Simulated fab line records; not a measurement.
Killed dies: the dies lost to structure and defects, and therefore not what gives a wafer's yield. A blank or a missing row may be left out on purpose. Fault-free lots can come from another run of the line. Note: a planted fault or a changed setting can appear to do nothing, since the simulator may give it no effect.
Comparing a struck lot with a sound one ; flow ritCmos ; 43 out of 202 route steps
Sound: wafers L528.1, L528.5, L528.6. Struck: wafers L530.2, L530.5 (left out: L530.1, a lot-mate that was not struck); the cause follows at the end.
At each step with rows: each side's tool, then ch and its chambers, then its first start. Under that, the readings that differ: sound wafers ; struck wafers ; difference of the means ; sigmas: that difference in standard deviations of wafers without a fault.
alike: readings with means less than 2 such deviations apart, plus words and numbers identical on both sides. not compared: withheld readings, readings lacking a value on some wafer, bounds such as >300 that could conceal the same value, and numbers that have no deviation in the record and whose values overlap.
The two part at a step that has a row with sigmas, a row that says differs or no value, or rows on one side only. Numbers that have no deviation but don't overlap get no sigmas and don't part them. Lack of a reading on every wafer of one side parts them only where that side has two or more wafers.

RIT_SDANNEAL_RTA_03: time 5 s.
  sound on rtpAnneal-02 ch 0, day 4 09:56; struck on rtpAnneal-02 ch 0, day 4 18:57
  alike: annealTempCMax, wafer_temp_C_max
RIT_SDANNEAL_RS_MEAS_04: a four-point-probe measurement.
  sound on filmMetro-04 at day 4 10:00; struck on filmMetro-02 at day 4 19:01
  alike: PSD_RS
RIT_SDANNEAL_RS_MEAS_05: a four-point-probe measurement.
  sound on filmMetro-04 at day 4 10:07; struck on filmMetro-02 at day 4 19:08
  alike: NSD_RS
RIT_SDANNEAL_RS_MEAS_06: a four-point-probe measurement.
  sound on filmMetro-04 at day 4 10:14; struck on filmMetro-02 at day 4 19:15
reading;sound;struck;difference;sigmas
PLDD_RS (ohm/sq);179.3 179.8 179.7;178.4 178.3;-1.2;-3
RIT_SDANNEAL_RS_MEAS_07: a four-point-probe measurement.
  sound on filmMetro-04 at day 4 10:22; struck on filmMetro-02 at day 4 19:22
reading;sound;struck;difference;sigmas
NLDD_RS (ohm/sq);152.5 152.7 152.4;151.2 151.4;-1.2;-2
then, 1 step without rows for these wafers: RIT_SILICIDE_WET_ETCH_00 (etches SiO2 in BOE, target depth 14 nm, time 15 s).
RIT_SILICIDE_SPUTTER_01: material Ti, target thk 30 nm, time 240 s.
  sound on pvdSputter-03 at day 4 10:29; struck on pvdSputter-02 at day 4 19:30
  alike: throttleValvePct
RIT_SILICIDE_RS_MEAS_02: a four-point-probe measurement.
  sound on filmMetro-01 at day 4 10:38; struck on filmMetro-04 at day 4 19:39
  alike: SILICIDE_TI_RS
RIT_SILICIDE_THK_MEAS_03: measures by xrf.
  sound on filmMetro-01 at day 4 10:46; struck on filmMetro-04 at day 4 19:46
  alike: SILICIDE_TI_THK
then, 2 steps without rows for these wafers: RIT_SILICIDE_RTA_04 (time 10 s, ramp up 5 s, ramp down 5 s); RIT_SILICIDE_WET_ETCH_05 (etches Ti in SPM, time 120 s).
RIT_SILICIDE_RTA_06: time 10 s, ramp up 5 s, ramp down 10 s.
  sound on rtpAnneal-02 ch 0, day 4 10:56; struck on rtpAnneal-02 ch 0, day 4 19:56
  alike: annealTempCMax, wafer_temp_C_max
RIT_CONTACT_CVD_00: deposits SiO2 from TEOS, target thk 400 nm, time 61 s.
  sound on pecvd-03 ch 0,1,2, day 4 11:00; struck on pecvd-04 ch 0, day 4 20:00
  alike: heaterPowerW
RIT_CONTACT_THK_MEAS_01:
  sound on filmMetro-02 at day 4 11:03; struck on filmMetro-03 at day 4 20:03
  alike: CONTACT_TEOS_THK
then, 6 steps without rows for these wafers: RIT_CONTACT_HMDS_02 (prime time 60 s); RIT_CONTACT_COAT_03 (resist thk 982.9 nm); RIT_CONTACT_SOFTBAKE_04 (time 60 s); RIT_CONTACT_EXPOSE_05 (exposes mask M11, target cd 1000 nm); RIT_CONTACT_PEB_06; RIT_CONTACT_DEVELOP_07 (develop time 120 s).
RIT_CONTACT_CD_MEAS_08: the cd target is 1000 nm.
  sound on cdSem-01 at day 4 12:05; struck on cdSem-01 at day 4 21:05
  alike: cdNm
RIT_CONTACT_OVL_MEAS_09:
  sound on overlay-02 at day 4 12:12; struck on overlay-01 at day 4 21:12
  alike: CONTACT_OVL
then, 2 steps without rows for these wafers: RIT_CONTACT_HARDBAKE_10 (time 60 s); RIT_CONTACT_ETCH_11 (etches SiO2 in CHF3/CF4/Ar, stops on TiSi2, target depth 480 nm, time 320 s).
RIT_CONTACT_STRIP_12: strips in O2, time 180 s.
  sound on plasmaAsher-02 ch 0,1, day 4 12:35; struck on plasmaAsher-01 ch 0,1, day 4 21:35
  alike: drypumpMotorCurrentA
  not compared: rfHoursCounterH
RIT_CONTACT_CD_MEAS_90: the cd target is 1000 nm.
  sound on cdSem-01 at day 4 12:45; struck on cdSem-02 at day 4 21:46
  alike: cdNm
then, 2 steps without rows for these wafers: RIT_CONTACT_CLEAN_13 (cleans in SC1, time 600 s); RIT_CONTACT_CLEAN_14 (cleans in SC2, time 600 s).
RIT_M1_SPUTTER_00: material Al, target thk 400 nm, time 500 s.
  sound on pvdSputter-04 at day 4 13:13; struck on pvdSputter-04 at day 4 22:14
  alike: throttleValvePct
RIT_M1_RS_MEAS_01: a four-point-probe measurement.
  sound on filmMetro-04 at day 4 13:31; struck on filmMetro-01 at day 4 22:31
  alike: M1_AL_RS
RIT_M1_THK_MEAS_02: measures by xrf.
  sound on filmMetro-04 at day 4 13:38; struck on filmMetro-01 at day 4 22:38
  alike: M1_AL_THK
then, 6 steps without rows for these wafers: RIT_M1_HMDS_03 (prime time 60 s); RIT_M1_COAT_04 (resist thk 1300 nm); RIT_M1_SOFTBAKE_05 (time 60 s); RIT_M1_EXPOSE_06 (exposes mask M12, target cd 2600 nm); RIT_M1_PEB_07; RIT_M1_DEVELOP_08 (develop time 65.25 s).
RIT_M1_CD_MEAS_09: the cd target is 2600 nm.
  sound on cdSem-01 at day 4 14:37; struck on cdSem-01 at day 4 23:35
  alike: cdNm
RIT_M1_OVL_MEAS_10:
  sound on overlay-02 at day 4 14:46; struck on overlay-01 at day 4 23:43
  alike: M1_OVL
then, 3 steps without rows for these wafers: RIT_M1_HARDBAKE_11 (time 120 s); RIT_M1_METAL_ETCH_12 (etches Al in Cl2/BCl3, stops on SiO2, time 165 s, target depth 600 nm); RIT_M1_STRIP_13 (strips in nmp, time 600 s).
RIT_M1_PROBE_99:
  sound on prober-02 at day 4 17:44; struck on prober-02 at day 5 02:43
reading;sound;struck;difference;sigmas
killedAtContacts;0 1 0;8 7;+7;+28
killedDies;4 6 5;16 12;+9;+3
  alike: killedAtFrontEnd, killedOpen, killedShort

== WHERE THEY PART ==
First at RIT_SDANNEAL_RS_MEAS_06; last, within this record, at RIT_M1_PROBE_99.

WHY: what had been put in by the simulator
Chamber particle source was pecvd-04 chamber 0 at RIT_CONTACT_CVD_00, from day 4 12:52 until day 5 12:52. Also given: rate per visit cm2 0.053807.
